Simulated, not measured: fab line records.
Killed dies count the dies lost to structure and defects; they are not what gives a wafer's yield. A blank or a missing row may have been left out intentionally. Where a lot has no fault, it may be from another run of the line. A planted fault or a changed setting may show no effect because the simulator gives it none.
What tool caused it?	flow rit_cmos	14 lots, 42 wafers sampled, at 2 steps of a route of 202

## WHAT THE GAUGES SHOWED, per wafer
No reading from a measuring or inspecting step in the record can be judged against a usual standard deviation.

## EACH LOT AND THE TOOL THAT RAN IT (in order: tool; ch and the chambers of the sampled wafers; start)
lot	RIT_SILICIDE_RTA_04	RIT_M1_PROBE_99
L283	rtp_anneal-02 ch 0, day 3 19:10	-
L284	rtp_anneal-01 ch 0, day 3 20:37	-
L285	rtp_anneal-02 ch 0, day 4 01:03	-
L286	rtp_anneal-01 ch 0, day 4 02:31	-
L287	rtp_anneal-02 ch 0, day 4 04:58	-
L288	rtp_anneal-01 ch 0, day 4 13:06	-
L290	rtp_anneal-01 ch 0, day 4 21:09	prober-02, day 5 03:55
L292	rtp_anneal-01 ch 0, day 5 09:34	-
L297	rtp_anneal-02 ch 0, day 6 11:19	prober-01, day 6 18:08
L299	rtp_anneal-02 ch 0, day 6 18:27	-
L301	rtp_anneal-02 ch 0, day 7 04:10	-
L303	rtp_anneal-02 ch 0, day 7 13:38	prober-01, day 7 20:13
L304	rtp_anneal-01 ch 0, day 7 22:40	-
L305	rtp_anneal-02 ch 0, day 8 04:10	-
- RIT_SILICIDE_RTA_04: time 10 s, ramp up 5 s, ramp down 5 s.
- RIT_M1_PROBE_99

## WHAT THE TOOLS THEMSELVES READ (means of the sampled wafers that have a number; where no wafer has one, the mark that the record gives instead)
RIT_SILICIDE_RTA_04. Usual: 652.5 for wafer_temp_C_max, sd 0.87.
lot	tool	wafer_temp_C_max	flag
L283	rtp_anneal-02	651.8	
L284	rtp_anneal-01	653.5	
L285	rtp_anneal-02	652.2	
L286	rtp_anneal-01	653.3	
L287	rtp_anneal-02	652.5	
L288	rtp_anneal-01	653.9	
L290	rtp_anneal-01	646.2	OFF
L292	rtp_anneal-01	646.0	OFF
L297	rtp_anneal-02	651.9	
L299	rtp_anneal-02	651.6	
L301	rtp_anneal-02	651.5	
L303	rtp_anneal-02	652.2	
L304	rtp_anneal-01	653.3	
L305	rtp_anneal-02	652.2	

RIT_M1_PROBE_99. Usual: killed_at_M0_to_M3 0.0, standard deviation 0.083; killed_at_contacts 0.1, standard deviation 0.27; killed_at_front_end 7, standard deviation 3.3; killed_dies 7, standard deviation 3.3; killed_open 3.5, standard deviation 2; killed_short 3.8, standard deviation 2.2.
lot	tool	killed_at_M0_to_M3	killed_at_contacts	killed_at_front_end	killed_dies	killed_open	killed_short	flag
L290	prober-02	0.0	0.0	10	10	6.3	4.0	
L297	prober-01	0.0	0.3	12	12	6.3	6.0	
L303	prober-01	0.0	0.3	6	6	3.3	3.0	

## THE ANSWER, worked out from the rows above alone
Rule: lot off if the mean of its wafers having a number is beyond 3 standard deviations from the usual mean. Also off: a lot with no number at a reading for which 4 or more lots have one. All remaining lots with rows at the step are treated as sound. The gauges are gone through in route order, then the tools' own readings, and for those a lot's mean is taken as printed above. The first step at which some lot is off is used, and at that step the reading that is off furthest; a lot without a number counts as furthest.
Off: L290, L292 (RIT_SILICIDE_RTA_04, wafer_temp_C_max).
If a tool, at that step or one of the process steps before it, ran each lot that is off and ran no sound lot following the first of them, it fits. Not one of the candidates tried fits.

## WHAT WAS PUT IN BY THE SIMULATOR
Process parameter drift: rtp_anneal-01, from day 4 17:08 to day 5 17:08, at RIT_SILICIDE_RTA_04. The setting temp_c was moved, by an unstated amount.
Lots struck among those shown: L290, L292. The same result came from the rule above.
